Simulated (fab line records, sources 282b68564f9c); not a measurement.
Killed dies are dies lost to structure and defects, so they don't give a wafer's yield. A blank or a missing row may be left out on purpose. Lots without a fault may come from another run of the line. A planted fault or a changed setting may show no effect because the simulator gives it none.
One fault seen from 2 desks | flow rit_cmos | each desk has only its own numbers; what lay behind them comes last

THE METROLOGY DESK
What the gauges read, lot by lot, whatever tool the lot ran on: means of the sampled wafers that have a number. A lot is out of limits, marked OUT, if its mean lies more than 4 standard deviations from the usual mean; the brackets give that distance.
Columns: A = CONTACT_TEOS_THK at RIT_CONTACT_THK_MEAS_01, usual 404 nm; B = cd_nm at RIT_CONTACT_CD_MEAS_08, usual 999.4 nm; C = CONTACT_OVL at RIT_CONTACT_OVL_MEAS_09, usual -1.6 nm
lot  | first seen here | A   | B      | C
L714 | day 3 19:52     | 401 | 1002.0 | -0.3
L717 | day 4 08:58     | 399 | 1000.5 | -1.5
L720 | day 5 00:49     | 402 | 995.3  | -1.9
L729 | day 6 20:34     | 401 | 998.7  | -2.5
L730 | day 7 03:05     | 410 | 999.9  | -2.4
L731 | day 7 08:16     | 402 | 999.2  | -2.6
This desk's finding: nothing out of limits on any of the 6 lots.

THE TOOL OWNER'S DESK: rie_diel-03
The tool's own readings at RIT_CONTACT_ETCH_11 (etches SiO2 in CHF3/CF4/Ar, stops on TiSi2, target depth 480 nm, time 320 s): means of the sampled wafers that have a number, for each lot that ran on this tool. A lot is out of limits, marked OUT, if its mean lies more than 4 standard deviations from the usual mean; the brackets give that distance.
Columns: A = drypump_motor_current_A at RIT_CONTACT_ETCH_11, usual 5.6 A; B = oes_product_au at RIT_CONTACT_ETCH_11, usual 0.994 a.u.; C = throttle_valve_pct at RIT_CONTACT_ETCH_11, usual 8.91 %
lot  | first seen here | A   | B     | C
L714 | day 3 21:12     | 5.7 | 1.004 | 8.94
L717 | day 4 10:27     | 5.7 | 0.997 | 8.88
L720 | day 5 02:09     | 5.5 | 0.992 | 8.85
L729 | day 6 21:53     | 5.7 | 0.996 | 8.88
L730 | day 7 04:24     | 5.8 | 1.003 | 8.96
This desk's finding: nothing out of limits on any of the 5 lots.

PUT TOGETHER
The metrology desk saw nothing out of limits.
The tool owner's desk saw nothing out of limits.

WHAT THE SIMULATOR HAD PUT IN
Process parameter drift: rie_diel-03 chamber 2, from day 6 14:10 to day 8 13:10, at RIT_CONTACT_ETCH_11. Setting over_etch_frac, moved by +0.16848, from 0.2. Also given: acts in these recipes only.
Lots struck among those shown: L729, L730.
